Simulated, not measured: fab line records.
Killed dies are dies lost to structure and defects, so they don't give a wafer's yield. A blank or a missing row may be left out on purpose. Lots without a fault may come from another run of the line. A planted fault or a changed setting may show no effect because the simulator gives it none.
Struck lot and sound lot, side by side	flow rit-cmos	15 out of 202 route steps
Sound: these wafers, L407.4, L407.5, L407.6. The struck wafers were L405.1, L405.3, L405.6. At the end, the cause is stated.
Each step with rows lists, per side, the tool, then ch with its chambers, then its first start. Under that, the readings that differ: sound wafers	struck wafers	difference of the means	sigmas: that difference in standard deviations of wafers without a fault.
alike: readings with means less than 2 such deviations apart, plus words and numbers identical on both sides. not compared: withheld readings, readings lacking a value on some wafer, bounds such as >300 that could conceal the same value, and numbers that have no deviation in the record and whose values overlap.
Wherever a step has rows on one side only, a row that says differs or no value, or a row with sigmas, the two part there. Numbers that have no deviation but don't overlap get no sigmas and don't part them. Lack of a reading on every wafer of one side parts them only where that side has two or more wafers.

first, 2 steps without rows for these wafers: RIT_SDANNEAL_CLEAN_01 (cleans in dHF, time 30 s); RIT_SDANNEAL_CLEAN_02 (cleans in SC2, time 600 s).
RIT_SDANNEAL_RTA_03: time 5 s.
  sound on rtp-anneal-01 ch 0, day 6 05:27; struck on rtp-anneal-01 ch 0, day 5 17:35
reading	sound	struck	difference	sigmas
ramp-up-c-per-s	342.02 342.09 342.01	341.96 341.88 341.90	-0.13	-2
  alike: wafer_temp_C_max
RIT_SDANNEAL_RS_MEAS_04: measurement is done with a four-point probe.
  struck on film-metro-04, day 5 17:38; sound on film-metro-02, day 6 05:32
  alike: PSD_RS
RIT_SDANNEAL_RS_MEAS_05: measurement is done with a four-point probe.
  struck on film-metro-04, day 5 17:46; sound on film-metro-02, day 6 05:40
  alike: NSD_RS
RIT_SDANNEAL_RS_MEAS_06: measurement is done with a four-point probe.
  struck on film-metro-04, day 5 17:53; sound on film-metro-02, day 6 05:47
  alike: PLDD_RS
RIT_SDANNEAL_RS_MEAS_07: measurement is done with a four-point probe.
  struck on film-metro-04, day 5 18:00; sound on film-metro-02, day 6 05:54
  alike: NLDD_RS
then, 1 step without rows for these wafers: RIT_SILICIDE_WET_ETCH_00 (etches SiO2 in BOE, target depth 14 nm, time 15 s).
RIT_SILICIDE_SPUTTER_01: material Ti, target thk 30 nm, time 240 s.
  struck on pvd-sputter-02, day 5 18:08; sound on pvd-sputter-02, day 6 05:59
  alike: throttle-valve-pct
RIT_SILICIDE_RS_MEAS_02: measurement is done with a four-point probe.
  struck on film-metro-01, day 5 18:17; sound on film-metro-01, day 6 06:11
  alike: SILICIDE_TI_RS
RIT_SILICIDE_THK_MEAS_03: measures by xrf.
  struck on film-metro-01, day 5 18:24; sound on film-metro-01, day 6 06:17
  alike: SILICIDE_TI_THK
RIT_SILICIDE_RTA_04: time 10 s, ramp up 5 s, ramp down 5 s.
  sound on rtp-anneal-02 ch 0, day 6 06:20; struck on rtp-anneal-02 ch 0, day 5 18:28
  alike: wafer_temp_C_max
RIT_SILICIDE_WET_ETCH_05: etches Ti in SPM, time 120 s.
  sound on wet-bench-01 ch 1, day 6 06:22; struck on wet-bench-03 ch 3, day 5 18:32
reading	sound	struck	difference	sigmas
run-length-s (s)	153 153 153	104 104 104	-49	-15
RIT_SILICIDE_RTA_06: time 10 s, ramp up 5 s, ramp down 10 s.
  sound on rtp-anneal-01 ch 0, day 6 06:27; struck on rtp-anneal-01 ch 0, day 5 18:34
  alike: wafer_temp_C_max
RIT_M1_PROBE_99:
  struck on prober-01, day 6 01:51; sound on prober-01, day 6 13:03
reading	sound	struck	difference	sigmas
model.etest.nmos-narrow.off-log10-a-um	-13.16 -13.07 -13.08	-8.488 -8.651 -8.6	+4.524	
model.etest.pmos_0p15.gate-log10-a-cm2	-6.587 -6.273 -6.423	-1.488 -1.651 -1.6	+4.848	
model.etest.gate-end-array.leak-log10-a-um	-12.92 -12.81 -12.96	-8.282 -8.606 -8.406	+4.465	
model.etest.nmos_0p3.off-log10-a-um	-13.08 -13.02 -13.16	-8.488 -8.651 -8.6	+4.507	
model.etest.pmos_0p3.off-log10-a-um	-12.94 -12.96 -12.95	-8.488 -8.651 -8.6	+4.370	
model.etest.pmos-narrow.off-log10-a-um	-12.68 -12.65 -12.73	-8.488 -8.651 -8.6	+4.107	
model.etest.nmos_0p15.gate-log10-a-cm2	-5.673 -5.329 -5.31	-1.488 -1.651 -1.6	+3.858	
model.etest.gate-to-diffusion-comb.leak-log10-a-um	-12.41 -12.2 -12.16	-8.545 -8.691 -8.66	+3.625	
  alike: killed-at-front-end, killed-dies, killed-open, killed-short

== WHERE THEY PART ==
Earliest at RIT_SDANNEAL_RTA_03; latest, in this record, at RIT_SILICIDE_WET_ETCH_05. Later steps at which nothing parts them and some readings are alike: RIT_SILICIDE_RTA_06, RIT_M1_PROBE_99.

WHY: what the simulator had put in
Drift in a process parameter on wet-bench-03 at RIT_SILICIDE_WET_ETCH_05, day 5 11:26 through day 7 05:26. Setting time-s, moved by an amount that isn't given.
